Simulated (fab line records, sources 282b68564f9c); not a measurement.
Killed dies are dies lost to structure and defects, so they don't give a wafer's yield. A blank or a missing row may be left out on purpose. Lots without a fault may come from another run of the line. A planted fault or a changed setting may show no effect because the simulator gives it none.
Problem report in the 8D (eight disciplines) form, filled by code | flow rit_cmos | the parts of the form that need people (team, actions taken, sign-off) are left out

1. THE PROBLEM
CONTACT_OVL at RIT_CONTACT_OVL_MEAS_09 reads a mean of 130.7 nm on 12 wafers of 4 lots; wafers without a fault read 0.7 nm with a standard deviation of 1.3. That is +99 or more standard deviations from the usual mean.
First seen on wafer L393.3, day 6 10:28, on overlay-02. The record holds 48 wafers of 16 lots with a number at this step. Rule for "out", or "out of limits": more than 4 standard deviations from the usual mean. The other wafers with a number count as sound.

2. WHAT IT IS AND WHAT IT IS NOT
question                    | is                     | is not
which readings at this step | CONTACT_OVL            | -
which lots                  | L393, L395, L396, L398 | L378, L379, L380, L381, L383, L384, L386, L387, L388, L389, L394, L397
which wafers of those lots  | all that have a number | -
read on which gauges        | overlay-01, overlay-02 | -
when                        | from day 6 10:28       | up to then (30 sound wafers); but 6 sound wafers of L394, L397 came after

3. SUSPECTS, AND WHAT RULES EACH OUT
Counting: a tool at a process step up to the reading stays a suspect if it ran every lot that is out and no sound lot after the first of them.
- the gauge at RIT_CONTACT_OVL_MEAS_09: ruled out. The wafers that are out were read on 2 gauges (overlay-01, overlay-02).
- iline_stepper-01 at RIT_CONTACT_EXPOSE_05 (exposes mask M11, target cd 1000 nm): kept. It ran every lot that is out, first L393 (day 6 09:52), and no sound lot after that; its last sound lot up to then is L389 (day 5 13:22).
Left after counting: iline_stepper-01 at RIT_CONTACT_EXPOSE_05.

4. THE CAUSE (what the simulator had put in)
Scanner matching overlay: iline_stepper-01, from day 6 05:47 on, at RIT_CONTACT_EXPOSE_05. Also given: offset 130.
Counting left only this tool.

5. THE CHAIN OF EFFECTS, in route order
Each row: a reading whose mean over the struck wafers that have a number lies more than 3 standard deviations from the usual. Only readings for which the record gives a usual standard deviation are gone through. hours: the time from each lot's start at the first step in this table that gives one to its start at this step, as a median over the lots. sigmas: the change in usual standard deviations.
hours | step                    | reading     | usual  | on struck wafers | change | sigmas
0     | RIT_CONTACT_OVL_MEAS_09 | CONTACT_OVL | 0.7 nm | 130.7            | +130.0 | +99 or more

6. WHAT WOULD HAVE CAUGHT IT SOONER
In this record the first reading out of limits at a measuring or inspecting step was taken at day 6 10:28, 5 hours after the fault began at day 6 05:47.
Of the lots that are out (4), L395, L396, L398 began RIT_CONTACT_EXPOSE_05 on iline_stepper-01 after day 6 10:28. A hold on the tool at that time would have spared those 3.
